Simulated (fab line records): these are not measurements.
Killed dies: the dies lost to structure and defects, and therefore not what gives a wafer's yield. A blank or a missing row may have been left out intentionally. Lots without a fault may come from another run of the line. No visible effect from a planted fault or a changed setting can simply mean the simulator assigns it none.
Comparing a struck lot with a sound one -- flow rit_cmos -- 30 steps out of a route of 202
Sound: the wafers L192.1, L192.2, L192.3. Wafers L190.4, L190.5, L190.6 were the ones struck. Last of all comes the cause.
Order at every step that has rows: each side's tool, ch and its chambers, its first start. Under that, the readings that differ: sound wafers -- struck wafers -- difference of the means -- sigmas: that difference in standard deviations of wafers without a fault.
alike: same words and numbers on both sides, and readings whose means sit less than 2 such deviations apart. not compared: any withheld reading, any reading some wafer has no value for, any bound like >300 that may hide the same value, and any number with overlapping values for which the record gives no deviation.
Wherever a step has rows on one side only, a row that says differs or no value, or a row with sigmas, the two part there. Non-overlapping numbers with no deviation appear without sigmas and do not part them. A reading that every wafer of one side lacks parts them only if that side has two wafers or more.

RIT_FOX2_THK_MEAS_01:
  sound on film_metro-02 at day 5 00:55; struck on film_metro-03 at day 4 11:51
  alike: FOX2_OXIDE_THK
then, 2 steps without rows for these wafers: RIT_FOX2_CLEAN_02 (cleans in dHF, time 180 s); RIT_FOX2_WET_ETCH_03 (etches Si3N4 in H3PO4, target depth 195 nm, time 2652 s).
RIT_FOX2_THK_MEAS_90:
  sound on film_metro-04 at day 5 01:56; struck on film_metro-03 at day 4 12:48
  alike: FIELD_OXIDE_LEFT_1_THK
then, 6 steps without rows for these wafers: RIT_NWELL_HMDS_00 (prime time 60 s); RIT_NWELL_COAT_01 (resist thk 1300 nm); RIT_NWELL_SOFTBAKE_02 (time 60 s); RIT_NWELL_EXPOSE_03 (exposes mask M2, target cd 43900 nm); RIT_NWELL_PEB_04; RIT_NWELL_DEVELOP_05 (develop time 68 s).
RIT_NWELL_OVL_MEAS_06:
  sound on overlay-02 at day 5 02:53; struck on overlay-01 at day 4 14:09
  alike: NWELL_OVL
then, 1 step without rows for these wafers: RIT_NWELL_HARDBAKE_07 (time 120 s).
RIT_NWELL_IMPLANT_08:
  sound on implanter-01 ch 0, day 5 03:10; struck on implanter-02 ch 0, day 4 14:30
reading,sound,struck,difference,sigmas
dose_ions_cm2,5.002e+13 4.996e+13 5e+13,4.803e+13 4.802e+13 4.803e+13,-1.967e+12,-37
tilt_deg (degrees),7.306 7.280 7.295,7.248 7.260 7.251,-0.041,-2
RIT_NWELL_STRIP_09: strips in O2, time 180 s.
  sound on plasma_asher-04 ch 0,1, day 5 03:19; struck on plasma_asher-04 ch 0,1, day 4 14:38
  alike: drypump_motor_current_A
  not compared: rf_hours_counter_h
RIT_NWELL_TW_MEAS_10:
  sound on film_metro-04 at day 5 03:29; struck on film_metro-01 at day 4 14:47
reading,sound,struck,difference,sigmas
NWELL_TW,2135 2139 2136,2087 2083 2080,-53,-3
then, 6 steps without rows for these wafers: RIT_PWELL_HMDS_00 (prime time 60 s); RIT_PWELL_COAT_01 (resist thk 1300 nm); RIT_PWELL_SOFTBAKE_02 (time 60 s); RIT_PWELL_EXPOSE_03 (exposes mask M3, target cd 43700 nm); RIT_PWELL_PEB_04; RIT_PWELL_DEVELOP_05 (develop time 70.14 s).
RIT_PWELL_OVL_MEAS_06:
  sound on overlay-02 at day 5 04:26; struck on overlay-01 at day 4 15:42
  alike: PWELL_OVL
then, 2 steps without rows for these wafers: RIT_PWELL_HARDBAKE_07 (time 120 s); RIT_PWELL_IMPLANT_08.
RIT_PWELL_STRIP_09: strips in O2, time 180 s.
  sound on plasma_asher-02 ch 0,1, day 5 04:52; struck on plasma_asher-04 ch 0,1, day 4 16:11
  alike: drypump_motor_current_A
  not compared: rf_hours_counter_h
RIT_PWELL_TW_MEAS_10:
  sound on film_metro-01 at day 5 05:02; struck on film_metro-04 at day 4 16:20
  alike: PWELL_TW
then, 1 step without rows for these wafers: RIT_WELLDRIVE_ANNEAL_00 (time 14700 s).
RIT_WELLDRIVE_RS_MEAS_01: measures by four-point-probe.
  sound on film_metro-04 at day 5 10:25; struck on film_metro-01 at day 4 21:30
reading,sound,struck,difference,sigmas
NWELL_RS (ohm/sq),275.7 275.5 275.4,283.0 283.5 283.9,+7.9,+12
RIT_WELLDRIVE_RS_MEAS_02: measures by four-point-probe.
  sound on film_metro-04 at day 5 10:32; struck on film_metro-01 at day 4 21:37
  alike: PWELL_RS
RIT_M1_PROBE_99:
  sound on prober-01 at day 7 08:49; struck on prober-01 at day 6 06:58
reading,sound,struck,difference,sigmas
model.etest.nwell_pinched.rs_ohm_sq,340.2 332.2 332,350.8 347 352.4,+15.3,
model.etest.well_edge_right.line_ohm_um,183.2 184.4 180.8,191.4 187.9 185.2,+5.4,
model.etest.well_edge_left.line_ohm_um,183.1 183.5 182.4,187.6 188.2 186.9,+4.6,
  alike: killed_at_front_end, killed_dies, killed_open, killed_short

## WHERE THEY PART
First at RIT_NWELL_IMPLANT_08; last, within this record, at RIT_WELLDRIVE_RS_MEAS_01. Later steps at which nothing parts them and some readings are alike: RIT_WELLDRIVE_RS_MEAS_02, RIT_M1_PROBE_99.

WHY: whatever the simulator had introduced
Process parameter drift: implanter-02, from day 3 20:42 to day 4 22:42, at RIT_NWELL_IMPLANT_08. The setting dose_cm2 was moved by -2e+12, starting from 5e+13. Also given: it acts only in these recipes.
